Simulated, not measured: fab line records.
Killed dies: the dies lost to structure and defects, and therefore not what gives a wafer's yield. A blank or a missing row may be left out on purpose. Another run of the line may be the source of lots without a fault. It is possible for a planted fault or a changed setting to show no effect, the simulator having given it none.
Check for tools in common | flow berkeleyCmos170 | 14 lots, 42 wafers sampled

REASON IT WAS OPENED
Of 14 lots, 2 have the reading NVT_TW flagged at UCB170_NVT_TW_MEAS_09. No-fault wafers: 519, standard deviation 3.8.
Rule: a lot gets a flag if all its wafers with a number sit over 4 standard deviations from that mean, or if no wafer of it has a number. As for the other lots, they are considered sound.

lot  | measured     | on           | NVT_TW, wafer by wafer | flag
L758 | day 6 18:49  | filmMetro-04 | 516 515 513            | 
L759 | day 6 19:04  | filmMetro-02 | 525 528 527            | 
L763 | day 7 09:10  | filmMetro-03 | 512 512 517            | 
L764 | day 7 09:28  | filmMetro-02 | 522 522 527            | 
L766 | day 8 15:34  | filmMetro-04 | 517 518 516            | 
L772 | day 8 22:36  | filmMetro-04 | 518 514 518            | 
L768 | day 8 22:51  | filmMetro-04 | 517 518 516            | 
L770 | day 8 23:07  | filmMetro-03 | 516 517 516            | 
L767 | day 8 23:25  | filmMetro-02 | 524 523 524            | 
L771 | day 8 23:40  | filmMetro-04 | 515 517 519            | 
L774 | day 10 02:40 | filmMetro-04 | 514 518 513            | 
L775 | day 10 02:58 | filmMetro-02 | 548 547 547            | FLAGGED
L780 | day 10 18:43 | filmMetro-03 | 539 538 539            | FLAGGED
L781 | day 11 01:26 | filmMetro-04 | 520 523 520            | 
Average over the flagged lots: 543; offset from the usual +24, equal to +6 standard deviations.

TOOL THAT RAN EACH LOT
The record keeps 1 process step preceding the reading, out of 331 steps on the route. In each cell: the tool, then ch and the chambers that the sampled wafers went through, then the start.
lot  | flag    | UCB170_NVT_IMPLANT_07
L758 |         | implanter-01 ch 0, day 6 18:34
L759 |         | implanter-03 ch 0, day 6 18:50
L763 |         | implanter-01 ch 0, day 7 08:55
L764 |         | implanter-01 ch 0, day 7 09:13
L766 |         | implanter-01 ch 0, day 8 15:19
L772 |         | implanter-03 ch 0, day 8 22:23
L768 |         | implanter-02 ch 0, day 8 22:37
L770 |         | implanter-02 ch 0, day 8 22:52
L767 |         | implanter-01 ch 0, day 8 23:11
L771 |         | implanter-03 ch 0, day 8 23:25
L774 |         | implanter-02 ch 0, day 10 02:25
L775 | FLAGGED | implanter-03 ch 0, day 10 02:41
L780 | FLAGGED | implanter-03 ch 0, day 10 18:29
L781 |         | implanter-01 ch 0, day 11 01:12
What is done by these steps:
- UCB170_NVT_IMPLANT_07
- UCB170_NVT_TW_MEAS_09

FLAGGED AGAINST TOTAL, ONE TOOL AT A TIME (gauges that did the reading follow at the end)
step                  | tool         | lots run | flagged | share of the flagged lots | sound lots run after its first flagged lot
UCB170_NVT_IMPLANT_07 | implanter-01 | 6        | 0       | none                      | -
UCB170_NVT_IMPLANT_07 | implanter-02 | 3        | 0       | none                      | -
UCB170_NVT_IMPLANT_07 | implanter-03 | 5        | 2       | all                       | 0
UCB170_NVT_TW_MEAS_09 | filmMetro-02 | 4        | 1       | some                      | 0
UCB170_NVT_TW_MEAS_09 | filmMetro-03 | 3        | 1       | some                      | 0
UCB170_NVT_TW_MEAS_09 | filmMetro-04 | 7        | 0       | none                      | -

WHAT IS ALLOWED BY THE TABLE
In the table, 1 row covers all flagged lots: implanter-03 at UCB170_NVT_IMPLANT_07.
- implanter-03 at UCB170_NVT_IMPLANT_07 ran 5 lots, 2 of them flagged. It ran its last sound lot, L771, at day 8 23:25 and its first flagged lot, L775, at day 10 02:41: a fault with its onset between the two fits. Its own readings (doseIonsCm2, faradayCurrentUA) fall more than 4 standard deviations out on all wafers of the flagged lots.
One tool is left: implanter-03 at UCB170_NVT_IMPLANT_07.

WHAT THE SIMULATOR PUT IN
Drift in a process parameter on implanter-03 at UCB170_NVT_IMPLANT_07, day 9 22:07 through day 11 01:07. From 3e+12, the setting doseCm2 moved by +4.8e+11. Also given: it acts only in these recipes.
Struck lots among those shown: L775, L780. Same finding as the rule above.
